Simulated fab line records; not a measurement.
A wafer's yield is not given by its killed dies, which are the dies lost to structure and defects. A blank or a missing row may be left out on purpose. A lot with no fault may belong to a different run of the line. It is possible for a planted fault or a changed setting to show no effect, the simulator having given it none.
The same fault as seen by 2 desks -- flow berkeleyCmos170 -- each desk holds nothing but its own numbers, with what lay behind them at the end

## FOR THE TOOL OWNER'S DESK: pvdSputter-01
The tool's own readings at UCB170_M2_SPUTTER_01 (material Al, target thk 900 nm, time 120 s): means of the sampled wafers that have a number, for each lot that ran on this tool. If a lot's mean is further than 4 standard deviations from the usual mean, the lot is out of limits and carries the mark OUT (the distance appears in the brackets).
Columns: A = cathodeDcPowerW at UCB170_M2_SPUTTER_01, usual 6000.1 W; B = throttleValvePct at UCB170_M2_SPUTTER_01, usual 30.3 %
lot,first seen here,A,B
L217,day 9 02:24,6074.8 (+75) OUT,30.2
L218,day 9 06:11,6073.3 (+74) OUT,30.0
L219,day 9 14:34,6074.0 (+75) OUT,29.3
L231,day 12 02:18,5999.2,31.9
This desk's verdict: out of limits on L217, L218, L219, starting with L217 at day 9 02:24 (cathodeDcPowerW at UCB170_M2_SPUTTER_01). In limits: L231.

## AT THE METROLOGY DESK
Means of the sampled wafers that have a number, per lot and without regard to the tool the lot ran on: this is what the gauges read. If a lot's mean is further than 4 standard deviations from the usual mean, the lot is out of limits and carries the mark OUT (the distance appears in the brackets).
Columns: A = cdNm at UCB170_V1_CD_MEAS_12, usual 699.8 nm; B = V1_OVL at UCB170_V1_OVL_MEAS_13, usual 1 nm; C = cdNm at UCB170_V1_CD_MEAS_90, usual 699.6 nm; D = M2_AL_RS at UCB170_M2_RS_MEAS_02, usual 0.0323 ohm/sq; E = M2_AL_THK at UCB170_M2_THK_MEAS_03, usual 897 nm; F = cdNm at UCB170_M2_CD_MEAS_15, usual 699.8 nm; G = M2_OVL at UCB170_M2_OVL_MEAS_16, usual 2 nm
lot,first seen here,A,B,C,D,E,F,G
L217,day 9 01:48,700.4,3,700.5,0.0320,910,702.5,-10
L218,day 9 05:34,699.3,-4,699.1,0.0326,889,698.1,-4
L219,day 9 13:58,701.6,2,701.7,0.0319,907,699.5,3
L226,day 10 22:03,699.7,-2,700.0,0.0317,915,699.4,3
L234,day 12 01:25,697.4,-2,697.0,0.0320,904,700.1,1
L231,day 12 01:43,697.9,2,698.5,0.0326,886,698.9,3
L235,day 12 11:47,699.7,9,698.4,0.0320,902,700.2,1
This desk's verdict: no lot among the 7 shows anything out of limits.

## BROUGHT TOGETHER
An alarm could have come from the tool owner's desk at day 9 02:24, on L217, L218, L219.
Metrology desk: nothing out of limits seen.
The metrology desk has L217, L218, L219 on record, within its limits.
On pvdSputter-01, each named lot ran UCB170_M2_SPUTTER_01.

## WHAT HAD BEEN PUT IN BY THE SIMULATOR
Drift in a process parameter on pvdSputter-01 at UCB170_M2_SPUTTER_01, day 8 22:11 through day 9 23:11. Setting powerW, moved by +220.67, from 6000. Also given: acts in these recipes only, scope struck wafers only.
Shown lots that were struck: L217, L218, L219.
How many hours passed from the start of the fault until each desk's first out-of-limits reading: the tool owner's desk, 4.
